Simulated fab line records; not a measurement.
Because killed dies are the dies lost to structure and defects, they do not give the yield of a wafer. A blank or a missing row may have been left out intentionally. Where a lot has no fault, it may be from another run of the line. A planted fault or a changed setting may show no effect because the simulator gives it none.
Which of the tools did it? ; flow berkeleyCmos170 ; 42 wafers sampled from 14 lots at 1 step of a route of 331

== WHAT THE GAUGES READ, wafer by wafer ==
UCB170_NWELL_THK_MEAS_02.
lot;measured;on;NWELL_OXIDE_THK (nm)
L822;day 2 01:23;filmMetro-04;26.2 26.7 26.5
L823;day 2 07:55;filmMetro-03;25.6 25.7 25.8
L825;day 2 14:04;filmMetro-03;26.2 26.0 26.4
L824;day 2 14:06;filmMetro-04;26.3 26.0 26.3
L826;day 3 03:38;filmMetro-01;26.5 27.0 26.6
L827;day 3 11:41;filmMetro-03;25.6 26.1 26.1
L829;day 3 18:01;filmMetro-04;25.6 25.9 25.6
L831;day 3 23:32;filmMetro-03;26.8 26.6 27.0
L836;day 4 21:07;filmMetro-03;25.9 26.4 26.7
L837;day 5 04:17;filmMetro-04;26.2 26.6 26.3
L838;day 5 10:08;filmMetro-01;26.7 26.6 26.5
L843;day 6 10:34;filmMetro-01;26.3 26.5 27.1
L844;day 6 20:43;filmMetro-03;27.1 27.5 27.1
L845;day 7 02:19;filmMetro-01;26.3 26.3 26.6

== WHAT TOOL EACH LOT RAN ON (gives the tool, then ch and the chambers of the sampled wafers, and finally the start) ==
The record holds no process step before these readings.

== AS READ BY THE TOOLS THEMSELVES (means over the sampled wafers that have a number; for cases with no such wafer, the mark the record gives instead) ==
The record holds no such reading with a usual standard deviation.

== THE ANSWER, worked out from the rows above alone ==
Rule: usual is defined by the lots themselves. Put in order of their means at a reading, lots are off if they are a third of the lots or fewer, leave a main group of 4 or more, and stand apart from it by a gap of 3 or more times the standard deviation of the main group's means; of several such gaps the widest counts. If all means in a main group match to the digits the tables above print for the reading, that group is not used. Also off: a lot with no number at a reading for which 4 or more lots have one. All remaining lots with rows at the step are treated as sound. After the gauges, taken in route order, come the tools' own readings; for these a lot's mean is taken, as printed above. The first step at which some lot is off is used, and at that step the reading that is off furthest; a lot without a number counts as furthest.
Across all readings shown, no lot is off: no conclusion can be drawn from this.

== WHAT WAS PUT IN BY THE SIMULATOR ==
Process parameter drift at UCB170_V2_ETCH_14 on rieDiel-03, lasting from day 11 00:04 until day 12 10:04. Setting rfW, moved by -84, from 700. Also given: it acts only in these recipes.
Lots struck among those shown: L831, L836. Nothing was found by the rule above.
